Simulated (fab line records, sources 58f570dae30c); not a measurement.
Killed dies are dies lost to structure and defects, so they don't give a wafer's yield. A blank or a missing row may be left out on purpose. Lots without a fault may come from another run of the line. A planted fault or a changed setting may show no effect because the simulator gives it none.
One fault seen from 2 desks | flow berkeley_cmos170 | each desk has only its own numbers; what lay behind them comes last

THE TOOL OWNER'S DESK: implanter-03
The tool's own readings at UCB170_PFIELD_IMPLANT_07: means of the sampled wafers that have a number, for each lot that ran on this tool. A lot is out of limits, marked OUT, if its mean lies more than 4 standard deviations from the usual mean; the brackets give that distance.
Columns: A = tilt_deg at UCB170_PFIELD_IMPLANT_07, usual 6.999 degrees
lot  | first seen here | A
L464 | day 5 00:07     | 7.001
L467 | day 5 23:39     | 7.011
L472 | day 6 12:05     | 7.039
L477 | day 7 14:31     | 2.585 (-99 or more) OUT
L479 | day 7 21:41     | 2.541 (-99 or more) OUT
This desk's finding: out of limits on L477, L479; first on L477, day 7 14:31 (tilt_deg at UCB170_PFIELD_IMPLANT_07). In limits: L464, L467, L472.

THE METROLOGY DESK
What the gauges read, lot by lot, whatever tool the lot ran on: means of the sampled wafers that have a number. A lot is out of limits, marked OUT, if its mean lies more than 4 standard deviations from the usual mean; the brackets give that distance.
Columns: A = ACTIVE_OXIDE_THK at UCB170_ACTIVE_THK_MEAS_03, usual 26.5 nm; B = PFIELD_TW at UCB170_PFIELD_TW_MEAS_09, usual 603; C = FIELD_OXIDE_THK at UCB170_FIELD_THK_MEAS_02, usual 563 nm
lot  | first seen here | A    | B   | C
L464 | day 4 09:59     | 26.0 | 605 | 570
L465 | day 4 10:00     | 25.9 | 601 | 563
L466 | day 5 09:46     | 26.7 | 604 | 570
L468 | day 5 12:47     | 26.4 | 603 | 571
L467 | day 5 12:49     | 26.6 | 603 | 563
L469 | day 5 12:49     | 26.4 | 601 | 561
L471 | day 5 12:52     | 26.9 | 606 | 571
L472 | day 6 00:39     | 26.0 | 600 | 568
L473 | day 6 22:26     | 26.0 | 606 | 571
L477 | day 6 22:28     | 26.3 | 593 | 566
L478 | day 7 06:01     | 26.7 | 599 | 553
L479 | day 7 12:38     | 26.8 | 593 | 557
L482 | day 8 07:58     | 27.0 | 607 | 570
L483 | day 8 15:23     | 26.0 | 606 | 568
This desk's finding: nothing out of limits on any of the 14 lots.

PUT TOGETHER
The tool owner's desk could have raised an alarm at day 7 14:31, on L477, L479.
The metrology desk saw nothing out of limits.
The metrology desk has L477, L479 on record, within its limits.
Of the lots named, all ran UCB170_PFIELD_IMPLANT_07 on implanter-03.

WHAT THE SIMULATOR HAD PUT IN
Process parameter drift: implanter-03, from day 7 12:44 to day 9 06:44, at UCB170_PFIELD_IMPLANT_07. Setting tilt_deg, moved by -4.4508, from 7. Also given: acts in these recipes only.
Lots struck among those shown: L477, L479.
Hours from the fault's start to each desk's first reading out of limits: the tool owner's desk, 2.
